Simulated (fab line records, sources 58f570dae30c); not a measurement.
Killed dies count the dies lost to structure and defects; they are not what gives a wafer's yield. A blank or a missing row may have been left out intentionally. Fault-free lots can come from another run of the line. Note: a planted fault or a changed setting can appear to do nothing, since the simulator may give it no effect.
Which tool was responsible? :: flow berkeleyCmos170 :: at 1 step of a route of 331, 7 lots with 21 wafers sampled

## WHAT EACH GAUGE READ, for each wafer
UCB170_PWELL_TW_MEAS_17.
lot: L674
measured: day 3 12:33
on: filmMetro-01
PWELL_TW: 380.0 381.9 380.7

lot: L676
measured: day 4 01:54
on: filmMetro-02
PWELL_TW: 378.2 377.7 379.3

lot: L679
measured: day 4 15:04
on: filmMetro-01
PWELL_TW: 382.0 381.3 379.5

lot: L682
measured: day 5 11:46
on: filmMetro-01
PWELL_TW: 381.2 380.9 382.0

lot: L684
measured: day 5 20:15
on: filmMetro-02
PWELL_TW: 381.1 379.2 378.8

lot: L690
measured: day 6 23:13
on: filmMetro-03
PWELL_TW: 382.3 381.5 381.4

lot: L695
measured: day 7 19:48
on: filmMetro-03
PWELL_TW: 383.8 383.2 385.7

## EACH LOT AND THE TOOL THAT RAN IT (in order: tool; ch and the chambers of the sampled wafers; start)
Record: no process step prior to these readings.

## THE ANSWER, worked out from the rows above alone
Rule: usual is defined by the lots themselves. Put in order of their means at a reading, lots are off if they are a third of the lots or fewer, leave a main group of 4 or more, and stand apart from it by a gap of 3 or more times the standard deviation of the main group's means; of several such gaps the widest counts. If all means in a main group match to the digits the tables above print for the reading, that group is not used. A lot without any number at a reading at which 4 lots or more have one is off too. The other lots that the step has rows for count as sound.
No lot is off at any reading shown: from this, nothing can be told.

## WHAT THE SIMULATOR HAD PUT IN
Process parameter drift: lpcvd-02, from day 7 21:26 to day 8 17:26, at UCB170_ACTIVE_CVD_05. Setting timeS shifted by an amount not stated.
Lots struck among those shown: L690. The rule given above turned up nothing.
